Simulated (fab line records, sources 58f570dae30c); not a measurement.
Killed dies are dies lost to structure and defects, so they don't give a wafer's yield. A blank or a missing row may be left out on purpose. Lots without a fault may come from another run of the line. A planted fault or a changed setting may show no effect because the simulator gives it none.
Split-lot experiment | flow berkeley_cmos170 | 5 lots, 23 wafers read, on a route of 331 steps

THE SPLIT
At UCB170_GATE_COAT_07 (resist thk 900 nm), the setting spin_rpm was moved away from the recipe's 1500 rpm on 5 of the 23 wafers read, by -5.1% to -4.3%. The other wafers ran this setting at the recipe's value.

FROM THE SPLIT TO THE READING: what the file shows between them, 3 steps
- UCB170_GATE_SOFTBAKE_08: time 60 s
- UCB170_GATE_EXPOSE_09: exposes mask POLY, target cd 350 nm
- UCB170_GATE_ETCH_14: etches BARC in N2/H2

THE READING
KrF_of_GATE_COAT_07.thk_nm (the simulator's own value, which no gauge read), in nm, at UCB170_GATE_ETCH_15 (etches poly-Si in HBr/Cl2, stops on SiO2, time 56.3 s, target depth 278.2 nm). The file gives no usual value for it. The 18 wafers here that ran the recipe average 779.5 nm, standard deviation 2.9 nm.

wafer  | tool, chamber at the split | spin_rpm as run, rpm | against the recipe | KrF_of_GATE_COAT_07.thk_nm, nm | against lot-mates on the recipe
L075.2 | litho_track-02, 0          | 1500                 | recipe             | 783.3                          | -
L075.4 | litho_track-02, 0          | 1500                 | recipe             | 781                            | -
L075.5 | litho_track-02, 0          | 1500                 | recipe             | 779.8                          | -
L074.1 | litho_track-03, 0          | 1500                 | recipe             | 781.5                          | -
L074.5 | litho_track-03, 0          | 1500                 | recipe             | 781.5                          | -
L074.2 | litho_track-03, 0          | 1500                 | recipe             | 782.8                          | -
L074.3 | litho_track-03, 0          | 1500                 | recipe             | 782.4                          | -
L074.4 | litho_track-03, 0          | 1500                 | recipe             | 780.2                          | -
L077.1 | litho_track-03, 0          | 1436                 | -4.3%              | 799                            | +23.2
L077.3 | litho_track-03, 0          | 1500                 | recipe             | 774.6                          | -
L077.4 | litho_track-03, 0          | 1436                 | -4.3%              | 794                            | +18.2
L077.5 | litho_track-03, 0          | 1436                 | -4.3%              | 798.4                          | +22.6
L077.6 | litho_track-03, 0          | 1500                 | recipe             | 776.9                          | -
L081.1 | litho_track-02, 0          | 1500                 | recipe             | 779.5                          | -
L081.2 | litho_track-02, 0          | 1500                 | recipe             | 782.5                          | -
L081.3 | litho_track-02, 0          | 1500                 | recipe             | 781.1                          | -
L081.4 | litho_track-02, 0          | 1500                 | recipe             | 779.3                          | -
L081.5 | litho_track-02, 0          | 1500                 | recipe             | 780.8                          | -
L084.2 | litho_track-02, 0          | 1500                 | recipe             | 775                            | -
L084.3 | litho_track-02, 0          | 1500                 | recipe             | 775.9                          | -
L084.4 | litho_track-02, 0          | 1424                 | -5.1%              | 795.1                          | +20.2
L084.5 | litho_track-02, 0          | 1500                 | recipe             | 773.8                          | -
L084.6 | litho_track-02, 0          | 1424                 | -5.1%              | 799.2                          | +24.3

THE FIT
A straight line over all 23 wafers: KrF_of_GATE_COAT_07.thk_nm changes by -3.8 nm for each +1% of spin_rpm; r = -0.93; the points scatter about the line by 3 nm.
The same after taking each lot's own level away (the mean of its wafers on the recipe; 23 wafers): -4.7 nm for each +1%; r = -0.99; scatter 1.6 nm.
On that fit, the largest move of spin_rpm shifts the reading by 24 nm.
The lots' own levels span 774.90 to 781.68 nm, that is 2.3 times the standard deviation above.
So the lot-to-lot level changes the slope: the two fits differ.
Check: with one of the wafers moved furthest among these (-5.1%) left out of the fit, the line predicts +25 nm for it against its lot-mates. It came out at +20.2 nm against them.

OTHER SPLITS ON THESE WAFERS
These wafers also went through other splits before the reading. Each is held against what the fit with the lots' levels taken away leaves over:
other split on the same wafers      | wafers away from the commonest value | r with KrF_of_GATE_COAT_07.thk_nm (lot level and that fit taken away)
UCB170_START_OXIDATION_02 ox_time_s | 15                                   | +0.13
UCB170_ZERO_COAT_01 spin_rpm        | 7                                    | -0.12
UCB170_ZERO_DEVELOP_05 dev_temp_c   | 10                                   | -0.25
UCB170_PWELL_CVD_05 pressure_mtorr  | 10                                   | +0.24
UCB170_ACTIVE_CVD_05 pressure_mtorr | 10                                   | +0.00
UCB170_ACTIVE_EXPOSE_10 dose_mj     | 10                                   | +0.09
UCB170_PFIELD_IMPLANT_07 energy_kev | 8                                    | +0.10
UCB170_PVT_COAT_01 spin_rpm         | 6                                    | -0.23

THE WHOLE CHAIN: every reading that the file lists as answering this split, in the file's order
step                | what it does                                                                 | reading                                                                     | change (the file's fit)              | r (the file's)
UCB170_GATE_COAT_07 | resist thk 900 nm                                                            | KrF_of_GATE_COAT_07.thk_nm (the simulator's own value, which no gauge read) | -4.76 nm for each +1% of the setting | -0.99
UCB170_GATE_ETCH_15 | etches poly-Si in HBr/Cl2, stops on SiO2, time 56.3 s, target depth 278.2 nm | KrF_of_GATE_COAT_07.thk_nm (the simulator's own value, which no gauge read) | -4.65 nm for each +1% of the setting | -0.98

THE FILE'S OWN FIT
KrF_of_GATE_COAT_07.thk_nm changes by -4.65 nm for each +1% of spin_rpm, r = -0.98.
